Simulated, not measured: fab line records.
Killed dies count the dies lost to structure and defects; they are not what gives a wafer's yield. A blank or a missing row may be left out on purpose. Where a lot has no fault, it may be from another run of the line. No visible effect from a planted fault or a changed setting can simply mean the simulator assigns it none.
A lot that was struck, set against a sound lot	flow berkeleyCmos170	17 out of 331 route steps
Sound: the wafers L446.1, L446.3, L446.4. Wafers L455.1, L455.2, L455.6 were the ones struck. Last of all comes the cause.
Order at every step that has rows: each side's tool, ch and its chambers, its first start. Under that, the readings that differ: sound wafers	struck wafers	difference of the means	sigmas: that difference in standard deviations of wafers without a fault.
alike: same words and numbers on both sides, and readings whose means sit less than 2 such deviations apart. not compared: any withheld reading, any reading some wafer has no value for, any bound like >300 that may hide the same value, and any number with overlapping values for which the record gives no deviation.
A row with sigmas, a row that says differs or no value, or rows on one side alone: a step with any of these is where the two part. Numbers that don't overlap but have no deviation are shown without sigmas and don't part them. A reading that every wafer of one side lacks parts them only if that side has two wafers or more.

UCB170_NWELL_THK_MEAS_02:
  sound on filmMetro-02 at day 3 09:51; struck on filmMetro-04 at day 5 02:59
  alike: NWELL_OXIDE_THK
then, 2 steps without rows for these wafers: UCB170_NWELL_ANNEAL_03 (time 900 s); UCB170_NWELL_CVD_04 (deposits Si3N4 from SiH2Cl2/NH3, target thk 224 nm, time 3360 s).
UCB170_NWELL_THK_MEAS_05:
  sound on filmMetro-02 at day 3 18:07; struck on filmMetro-04 at day 5 07:34
  alike: NWELL_NITRIDE_THK
then, 6 steps without rows for these wafers: UCB170_NWELL_HMDS_06 (prime time 60 s); UCB170_NWELL_COAT_07 (resist thk 900 nm); UCB170_NWELL_SOFTBAKE_08 (time 60 s); UCB170_NWELL_EXPOSE_09 (exposes mask NWELL, target cd 3000 nm); UCB170_NWELL_PEB_10; UCB170_NWELL_DEVELOP_11 (develop time 45 s).
UCB170_NWELL_OVL_MEAS_12:
  sound on overlay-02 at day 3 19:35; struck on overlay-02 at day 5 10:22
  alike: NWELL_OVL
UCB170_NWELL_ETCH_13: etches Si3N4 in CH3F/Ar/O2, stops on SiO2, target depth 246.4 nm, time 154 s.
  sound on rieDiel-04 ch 0,2,3, day 3 19:37; struck on rieDiel-02 ch 1,2,3, day 5 10:24
  alike: drypumpMotorCurrentA, oesProductAu, throttleValvePct
  not compared: rfHoursCounterH
UCB170_NWELL_IMPLANT_14:
  sound on implanter-04 ch 0, day 3 19:43; struck on implanter-04 ch 0, day 5 10:30
reading	sound	struck	difference	sigmas
beamEnergyKeV	150.04 149.99 150.06	118.47 118.57 118.51	-31.51	-99 or more
model.implant.rpNm (nm)	180.1 180.1 180.1	149 149 149	-31	
model.implant.drpNm (nm)	62.72 62.72 62.72	52.19 52.19 52.19	-10.53	
  alike: endStationPressureTorr
UCB170_NWELL_STRIP_15: strips in O2.
  sound on plasmaAsher-03 ch 0,1, day 3 19:52; struck on plasmaAsher-02 ch 0,1, day 5 10:39
  alike: drypumpMotorCurrentA, oesProductAu, stripTimeToEndpointS
  not compared: rfHoursCounterH
UCB170_NWELL_TW_MEAS_16:
  sound on filmMetro-02 at day 3 19:58; struck on filmMetro-02 at day 5 10:45
reading	sound	struck	difference	sigmas
NWELL_TW	1235 1229 1225	1169 1179 1171	-57	-5
then, 1 step without rows for these wafers: UCB170_NWELL_CLEAN_17 (cleans in SPM, time 600 s).
UCB170_M3_PROBE_99:
  the record has rows for the sound wafers here (prober-01, day 10 01:29) and none for the struck ones

== WHERE THEY PART ==
At UCB170_NWELL_IMPLANT_14 first; at UCB170_M3_PROBE_99 last (within this record only).

WHY: what the simulator had put in
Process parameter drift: implanter-04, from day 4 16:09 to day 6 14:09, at UCB170_NWELL_IMPLANT_14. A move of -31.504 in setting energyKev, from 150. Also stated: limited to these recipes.
